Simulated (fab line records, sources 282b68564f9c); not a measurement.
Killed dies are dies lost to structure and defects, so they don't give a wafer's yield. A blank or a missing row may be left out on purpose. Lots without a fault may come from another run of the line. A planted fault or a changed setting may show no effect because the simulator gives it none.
A struck lot beside a sound one | flow rit_cmos | 26 steps out of a route of 202
Sound: wafers L557.3, L557.5, L557.6. Struck: wafers L560.2, L560.4, L560.6. The cause comes at the end.
At each step with rows: each side's tool, then ch and its chambers, then its first start. Under that, the readings that differ: sound wafers | struck wafers | difference of the means | sigmas: that difference in standard deviations of wafers without a fault.
alike: readings whose means differ by less than 2 such deviations, and words and numbers that are the same on both sides. not compared: withheld readings, readings that some wafer has no value for, bounds like >300 that may hide the same value, and numbers for which the record gives no deviation and whose values overlap.
The two part at a step that has a row with sigmas, a row that says differs or no value, or rows on one side only. Numbers that don't overlap but have no deviation are shown without sigmas and don't part them. A reading that every wafer of one side lacks parts them only if that side has two wafers or more.

first, 1 step without rows for these wafers: RIT_WELLDRIVE_ANNEAL_00 (time 14700 s).
RIT_WELLDRIVE_RS_MEAS_01: measures by four-point-probe.
  sound on film_metro-04, day 4 12:40; struck on film_metro-04, day 5 02:01
  alike: NWELL_RS
RIT_WELLDRIVE_RS_MEAS_02: measures by four-point-probe.
  sound on film_metro-04, day 4 12:47; struck on film_metro-04, day 5 02:08
  alike: PWELL_RS
then, 6 steps without rows for these wafers: RIT_NRETRO_HMDS_00 (prime time 60 s); RIT_NRETRO_COAT_01 (resist thk 1300 nm); RIT_NRETRO_SOFTBAKE_02 (time 60 s); RIT_NRETRO_EXPOSE_03 (exposes mask M4, target cd 43900 nm); RIT_NRETRO_PEB_04; RIT_NRETRO_DEVELOP_05 (develop time 68 s).
RIT_NRETRO_OVL_MEAS_06:
  sound on overlay-02, day 4 13:53; struck on overlay-01, day 5 03:15
  alike: NRETRO_OVL
then, 2 steps without rows for these wafers: RIT_NRETRO_HARDBAKE_07 (time 120 s); RIT_NRETRO_IMPLANT_08.
RIT_NRETRO_STRIP_09: strips in O2, time 180 s.
  sound on plasma_asher-04 ch 0,1, day 4 14:27; struck on plasma_asher-02 ch 0,1, day 5 03:41
  no value came back on the struck wafers for chamber_pressure_mTorr (mTorr), drypump_motor_current_A (A); on the sound wafers chamber_pressure_mTorr (mTorr) reads 3999 4010 3998
  reading                                     | sound | struck         | difference | sigmas
  model.NOVOLAK_of_NRETRO_COAT_01.thk_nm (nm) | 0 0 0 | 1132 1133 1131 | +1132      |
  not compared: rf_hours_counter_h
RIT_NRETRO_TW_MEAS_10:
  sound on film_metro-02, day 4 14:35; struck on film_metro-02, day 5 03:52
  alike: NRETRO_TW
then, 6 steps without rows for these wafers: RIT_PRETRO_HMDS_00 (prime time 60 s); RIT_PRETRO_COAT_01 (resist thk 1300 nm); RIT_PRETRO_SOFTBAKE_02 (time 60 s); RIT_PRETRO_EXPOSE_03 (exposes mask M5, target cd 43700 nm); RIT_PRETRO_PEB_04; RIT_PRETRO_DEVELOP_05 (develop time 68 s).
RIT_PRETRO_OVL_MEAS_06:
  sound on overlay-02, day 4 15:38; struck on overlay-02, day 5 04:48
  alike: PRETRO_OVL
then, 2 steps without rows for these wafers: RIT_PRETRO_HARDBAKE_07 (time 120 s); RIT_PRETRO_IMPLANT_08.
RIT_PRETRO_STRIP_09: strips in O2, time 180 s.
  sound on plasma_asher-04 ch 0,1, day 4 16:08; struck on plasma_asher-02 ch 0,1, day 5 05:14
  alike: chamber_pressure_mTorr, drypump_motor_current_A
  not compared: rf_hours_counter_h
RIT_PRETRO_TW_MEAS_10:
  sound on film_metro-03, day 4 16:16; struck on film_metro-03, day 5 05:25
  reading   | sound       | struck   | difference | sigmas
  PRETRO_TW | 458 459 462 | 29 29 29 | -431       | -74
then, 1 step without rows for these wafers: RIT_GATE_WET_ETCH_00 (etches SiO2 in BOE, target depth 56 nm, time 60 s).

WHERE THEY PART
First at RIT_NRETRO_STRIP_09; last, within this record, at RIT_PRETRO_TW_MEAS_10.

WHY: what the simulator had put in
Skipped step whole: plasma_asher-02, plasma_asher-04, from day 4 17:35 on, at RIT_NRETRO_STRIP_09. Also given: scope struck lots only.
